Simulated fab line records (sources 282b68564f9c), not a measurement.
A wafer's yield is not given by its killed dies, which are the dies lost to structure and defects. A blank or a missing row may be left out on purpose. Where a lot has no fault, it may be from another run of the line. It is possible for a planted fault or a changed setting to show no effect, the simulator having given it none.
Lot-split experiment ; flow rit cmos ; 23 wafers read from 5 lots, route of 202 steps

== ABOUT THE SPLIT ==
At RIT_PRETRO_IMPLANT_08, the setting energy kev was moved away from the recipe's 45 on 6 of the 23 wafers read, by -1.6% to +3.5%. For the rest of the wafers, this setting stayed at what the recipe calls for.

The split's own step is where the reading is taken.

== THE READING ==
implant.drp nm (the simulator's own value, which no gauge read), in nm, at RIT_PRETRO_IMPLANT_08. There is no usual value for it anywhere in the file.

wafer;tool, chamber at the split;energy kev as run;against the recipe;implant.drp nm, nm;against lot-mates on the recipe
L077.1;implanter-02, 0;45;recipe;55.07;-
L077.2;implanter-02, 0;45;recipe;55.07;-
L077.3;implanter-02, 0;45;recipe;55.07;-
L081.1;implanter-04, 0;45;recipe;55.07;-
L081.3;implanter-04, 0;45;recipe;55.07;-
L081.2;implanter-04, 0;44.3;-1.6%;54.56;-0.51
L081.4;implanter-04, 0;44.3;-1.6%;54.56;-0.51
L081.6;implanter-04, 0;44.3;-1.6%;54.56;-0.51
L082.2;implanter-04, 0;46.58;+3.5%;56.21;+1.14
L082.3;implanter-04, 0;46.58;+3.5%;56.21;+1.14
L082.6;implanter-04, 0;46.58;+3.5%;56.21;+1.14
L082.4;implanter-04, 0;45;recipe;55.07;-
L082.5;implanter-04, 0;45;recipe;55.07;-
L083.1;implanter-03, 0;45;recipe;55.07;-
L083.3;implanter-03, 0;45;recipe;55.07;-
L083.4;implanter-03, 0;45;recipe;55.07;-
L083.5;implanter-03, 0;45;recipe;55.07;-
L083.6;implanter-03, 0;45;recipe;55.07;-
L084.1;implanter-02, 0;45;recipe;55.07;-
L084.2;implanter-02, 0;45;recipe;55.07;-
L084.3;implanter-02, 0;45;recipe;55.07;-
L084.5;implanter-02, 0;45;recipe;55.07;-
L084.6;implanter-02, 0;45;recipe;55.07;-

FIT RESULTS
A straight line over all 23 wafers: implant.drp nm changes by +0.325 nm for each +1% of energy kev; r = +1.00; the points scatter about the line by 0.0015 nm.
The same after taking each lot's own level away (the mean of its wafers on the recipe; 23 wafers): +0.325 nm for each +1%; r = +1.00; scatter 0.0015 nm.
According to that fit, moving energy kev by its largest amount changes the reading by 1.1 nm.
The lots' own levels span 55.070 to 55.070 nm.
The two slopes agree, so the slope changes little with the lot-to-lot level.
Check: for one of the wafers moved furthest among these (+3.5%), held out of the fit, the line's prediction against its lot-mates is +1.14 nm. Against them it came out at +1.14 nm.

== THESE WAFERS: OTHER SPLITS ==
These wafers also went through other splits before the reading. Each is held against what the fit with the lots' levels taken away leaves over:
other split on the same wafers;wafers away from the commonest value;r with implant.drp nm (lot level and that fit taken away)
RIT_ACTIVE_CVD_03 temp c;10;+0.11
RIT_ACTIVE_ETCH_13 time s;8;+0.39
RIT_FOX2_OXIDATION_00 temp c;18;-0.59
RIT_NWELL_COAT_01 resist thk nm;9;+0.21
RIT_NWELL_HARDBAKE_07 temp c;9;+0.02
RIT_PWELL_IMPLANT_08 dose cm2;5;-0.11
RIT_PRETRO_SOFTBAKE_02 temp c;11;-0.40

== THE FILE'S OWN FIT ==
implant.drp nm changes by +0.324 nm for each +1% of energy kev, r = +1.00.
